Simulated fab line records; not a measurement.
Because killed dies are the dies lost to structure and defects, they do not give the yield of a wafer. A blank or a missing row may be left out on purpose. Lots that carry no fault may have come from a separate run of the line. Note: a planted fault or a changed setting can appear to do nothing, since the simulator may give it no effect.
Shared-tool check + flow berkeley cmos170 + 42 wafers sampled across 14 lots

## THE REASON FOR OPENING IT
At UCB170_FIELD_THK_MEAS_02 the reading FIELD_OXIDE_THK is flagged on 2 of 14 lots. Fault-free wafers read 557 nm, with a standard deviation of 10.
Rule: a lot is flagged when every wafer of it that has a number lies more than 4 standard deviations from that mean, or none has a number. All remaining lots are regarded as sound.

| lot  | measured     | on            | FIELD_OXIDE_THK (nm), wafer by wafer | flag    |
|------|--------------|---------------|--------------------------------------|---------|
| L980 | day 5 05:32  | film metro-02 | 548 555 542                          |         |
| L983 | day 5 22:20  | film metro-02 | 558 563 558                          |         |
| L981 | day 5 22:20  | film metro-03 | 572 568 570                          |         |
| L982 | day 5 22:23  | film metro-01 | 562 564 562                          |         |
| L986 | day 6 12:26  | film metro-03 | 571 576 580                          |         |
| L984 | day 6 16:55  | film metro-03 | 875 879 866                          | FLAGGED |
| L990 | day 8 07:38  | film metro-01 | 854 854 858                          | FLAGGED |
| L993 | day 8 21:28  | film metro-03 | 559 561 560                          |         |
| L996 | day 9 03:59  | film metro-03 | 554 553 562                          |         |
| L997 | day 9 04:00  | film metro-01 | 556 561 565                          |         |
| L998 | day 9 12:47  | film metro-02 | 561 560 558                          |         |
| L999 | day 9 12:47  | film metro-01 | 544 547 553                          |         |
| L100 | day 9 22:41  | film metro-01 | 558 549 551                          |         |
| L102 | day 10 13:29 | film metro-01 | 560 578 565                          |         |
Average over the flagged lots: 864 nm; offset from the usual +307 nm, equal to +31 standard deviations.

## EACH LOT AND THE TOOL IT RAN ON
The record keeps 1 process step preceding the reading, out of 331 steps on the route. In each cell: the tool, then ch and the chambers that the sampled wafers went through, then the start.
| lot  | flag    | UCB170_FIELD_OXIDATION_01     |
|------|---------|-------------------------------|
| L980 |         | furnace-01 ch 0, day 5 02:32  |
| L983 |         | furnace-01 ch 0, day 5 19:20  |
| L981 |         | furnace-01 ch 0, day 5 19:20  |
| L982 |         | furnace-01 ch 0, day 5 19:20  |
| L986 |         | furnace-01 ch 0, day 6 09:25  |
| L984 | FLAGGED | furnace-01 ch 0, day 6 09:25  |
| L990 | FLAGGED | furnace-04 ch 0, day 7 23:58  |
| L993 |         | furnace-02 ch 0, day 8 18:25  |
| L996 |         | furnace-04 ch 0, day 9 00:59  |
| L997 |         | furnace-04 ch 0, day 9 00:59  |
| L998 |         | furnace-02 ch 0, day 9 09:46  |
| L999 |         | furnace-02 ch 0, day 9 09:46  |
| L100 |         | furnace-04 ch 0, day 9 19:40  |
| L102 |         | furnace-01 ch 0, day 10 10:29 |
What the steps here do:
- UCB170_FIELD_OXIDATION_01: target thk 558.3 nm, ox time 7200 s.
- UCB170_FIELD_THK_MEAS_02

## FLAGGED OVER TOTAL, TOOL BY TOOL (the gauges that took the reading come last)
| step                      | tool          | lots run | flagged | share of the flagged lots | sound lots run after its first flagged lot |
|---------------------------|---------------|----------|---------|---------------------------|--------------------------------------------|
| UCB170_FIELD_OXIDATION_01 | furnace-01    | 7        | 1       | some                      | 1 (L102)                                   |
| UCB170_FIELD_OXIDATION_01 | furnace-02    | 3        | 0       | none                      | -                                          |
| UCB170_FIELD_OXIDATION_01 | furnace-04    | 4        | 1       | some                      | 3 (L996,L997,L100)                         |
| UCB170_FIELD_THK_MEAS_02  | film metro-01 | 6        | 1       | some                      | 4 (L997,L999,L100,L102)                    |
| UCB170_FIELD_THK_MEAS_02  | film metro-02 | 3        | 0       | none                      | -                                          |
| UCB170_FIELD_THK_MEAS_02  | film metro-03 | 5        | 1       | some                      | 2 (L993,L996)                              |

## WHAT THE TABLE PERMITS
No row of the table ran every flagged lot.

## WHAT THE SIMULATOR HAD PUT IN
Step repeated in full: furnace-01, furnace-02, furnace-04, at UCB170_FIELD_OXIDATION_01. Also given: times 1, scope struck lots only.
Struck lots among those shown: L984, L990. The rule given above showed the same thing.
